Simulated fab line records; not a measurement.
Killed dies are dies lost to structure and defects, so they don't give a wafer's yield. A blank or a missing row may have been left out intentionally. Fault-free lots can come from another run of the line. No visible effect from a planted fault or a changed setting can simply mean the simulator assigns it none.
Code-filled problem report in 8D (eight disciplines) form | flow rit cmos | the parts of the form that need people (team, actions taken, sign-off) are left out

## 1. WHAT WENT WRONG
M1_AL_RS at RIT_M1_RS_MEAS_01 reads a mean of 0.1426 ohm/sq on 1 wafer of 1 lot; wafers without a fault read 0.0750 ohm/sq with a standard deviation of 0.00078. That puts it +87 standard deviations away from the usual mean.
The step: measures by four-point-probe.
First seen on wafer L180.3, day 7 03:41, on film metro-03. At this step, 39 wafers from 13 lots have a number in the record. Rule for "out", or "out of limits": more than 4 standard deviations from the usual mean. All remaining wafers that have a number are taken as sound.

## 2. WHAT IT IS; WHAT IT IS NOT
question                    | is               | is not
which readings at this step | M1_AL_RS         | -
which lots                  | L180             | L162, L164, L165, L166, L167, L168, L169, L170, L171, L173, L174, L185
which wafers of those lots  | L180.3           | L180.1, L180.2
read on which gauges        | film metro-03    | film metro-02, film metro-04
when                        | from day 7 03:41 | up to then (35 sound wafers); but 3 sound wafers of L185 came after

## 3. SUSPECTS, AND WHAT RULES EACH OUT
Counting: a tool at a process step up to the reading stays a suspect if it ran every lot that is out. Sound lots after the first of them don't rule it out here, since some wafers of a struck lot are sound.
- the gauge at RIT_M1_RS_MEAS_01: ruled out. All the wafers that are out were read on film metro-03, but those of them that RIT_M1_METAL_ETCH_12 has rows for are out there too, on other tools.
- pvd sputter-01 at RIT_M1_SPUTTER_00 (material Al, target thk 400 nm, time 500 s): kept. The lot that is out, L180, ran on it at day 7 03:23; the last sound lot it ran before that was L173, at day 5 19:10.
Left after counting: pvd sputter-01 at RIT_M1_SPUTTER_00.

## 4. THE CAUSE (what the simulator had put in)
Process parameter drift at RIT_M1_SPUTTER_00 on pvd sputter-01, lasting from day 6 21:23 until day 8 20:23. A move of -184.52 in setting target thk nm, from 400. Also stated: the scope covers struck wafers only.
Counting left only this tool.

## 5. THE EFFECT CHAIN, in route order
Each row: a reading whose mean over the struck wafers that have a number lies more than 3 standard deviations from the usual. Scope: only readings with a usual standard deviation given in the record; hours: median across lots of the time from each lot's start at the first step in this table that gives one to its start at this step; sigmas: change in usual standard deviations.
hours | step                 | reading        | usual         | on struck wafers | change  | sigmas
0     | RIT_M1_RS_MEAS_01    | M1_AL_RS       | 0.0750 ohm/sq | 0.1426           | +0.0676 | +87
2     | RIT_M1_THK_MEAS_02   | M1_AL_THK      | 389 nm        | 209              | -180    | -43
5     | RIT_M1_METAL_ETCH_12 | oes product au | 0.768 a.u.    | 0.575            | -0.193  | -18
Here are the process steps it includes:
- RIT_M1_METAL_ETCH_12: etches Al in Cl2/BCl3, stops on SiO2, time 165 s, target depth 600 nm.

## 6. HOW IT WOULD HAVE BEEN CAUGHT EARLIER
6 hours passed between the start of the fault at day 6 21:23 and the first reading out of limits at a measuring or inspecting step in this record, taken at day 7 03:41.
No tool reading at RIT_M1_SPUTTER_00 that has a usual standard deviation in the record was out on any struck wafer, so an alarm limit of 4 standard deviations on those readings would not have fired.
All the lots that are out (1) had begun RIT_M1_SPUTTER_00 on pvd sputter-01 by day 7 03:41. Holding the tool at that point would not have protected any of them.
